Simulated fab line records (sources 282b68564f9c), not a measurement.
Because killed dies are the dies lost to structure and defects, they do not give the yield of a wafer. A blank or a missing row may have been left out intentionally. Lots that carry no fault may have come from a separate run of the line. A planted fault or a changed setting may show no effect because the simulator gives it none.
A single fault, viewed from 2 desks + flow rit_cmos + each desk holds nothing but its own numbers, with what lay behind them at the end

== AT THE METROLOGY DESK ==
What the gauges read for every lot (on any tool): the sampled wafers with a number, averaged. A lot is out of limits, marked OUT, if its mean lies more than 4 standard deviations from the usual mean; the brackets give that distance.
Columns: A = FIELD_OXIDE_LEFT_1_THK at RIT_FOX2_THK_MEAS_90, usual 320 nm; B = PRETRO_OVL at RIT_PRETRO_OVL_MEAS_06, usual -0.5 nm
| lot  | first seen here | A   | B    |
|------|-----------------|-----|------|
| L188 | day 2 05:21     | 318 | -0.6 |
| L189 | day 2 09:05     | 329 | 0.3  |
| L190 | day 2 09:10     | 328 | 0.4  |
| L191 | day 2 17:26     | 335 | -1.3 |
| L192 | day 2 21:14     | 325 | 0.5  |
| L194 | day 3 02:50     | 316 | -1.5 |
| L197 | day 3 23:41     | 322 | -0.4 |
| L198 | day 4 02:14     | 309 | -1.1 |
| L200 | day 4 08:31     | 328 | -1.4 |
| L202 | day 4 20:04     | 322 | -3.1 |
| L204 | day 5 05:49     | 314 | -2.3 |
| L206 | day 5 14:41     | 316 | -0.2 |
| L208 | day 6 01:04     | 324 | -1.8 |
| L210 | day 6 12:10     | 317 | 0.7  |
Finding of this desk: none of the 14 lots has anything out of limits.

== THE TOOL OWNER'S DESK: litho_track-01 ==
The tool's own readings at RIT_ACTIVE_COAT_06 (resist thk 1000 nm): means of the sampled wafers that have a number, for each lot that ran on this tool. A lot is out of limits, marked OUT, if its mean lies more than 4 standard deviations from the usual mean; the brackets give that distance.
Columns: A = exhaust_pa at RIT_ACTIVE_COAT_06, usual 45.3 Pa; B = resist_line_temp_C at RIT_ACTIVE_COAT_06, usual 23.00 C; C = spin_speed_rpm at RIT_ACTIVE_COAT_06, usual 3250.3 rpm
| lot  | first seen here | A    | B     | C                |
|------|-----------------|------|-------|------------------|
| L190 | day 2 01:42     | 44.9 | 22.92 | 3249.1           |
| L191 | day 2 08:35     | 44.7 | 23.02 | 3249.4           |
| L192 | day 2 11:52     | 45.2 | 22.99 | 3249.7           |
| L197 | day 3 13:10     | 43.9 | 23.07 | 3148.3 (-41) OUT |
| L198 | day 3 16:38     | 46.7 | 23.05 | 3147.9 (-41) OUT |
| L200 | day 4 02:55     | 45.4 | 23.03 | 3148.1 (-41) OUT |
Finding of this desk: L197, L198, L200 out of limits; the first was L197 at day 3 13:10, on spin_speed_rpm at RIT_ACTIVE_COAT_06. Within limits: L190, L191, L192.

== PUT TOGETHER ==
The tool owner's desk could have raised an alarm at day 3 13:10, on L197, L198, L200.
Nothing out of limits was seen by the metrology desk.
The metrology desk holds a record of L197, L198, L200, inside its limits.
RIT_ACTIVE_COAT_06 was run on litho_track-01 by each of the lots named.

== WHAT THE SIMULATOR HAD INSERTED ==
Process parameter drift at RIT_ACTIVE_COAT_06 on litho_track-01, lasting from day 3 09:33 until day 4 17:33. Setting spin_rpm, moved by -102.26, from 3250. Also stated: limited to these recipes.
Lots struck among those shown: L197, L198, L200.
Each desk's first reading out of limits, in hours after the fault started: the tool owner's desk, 4.
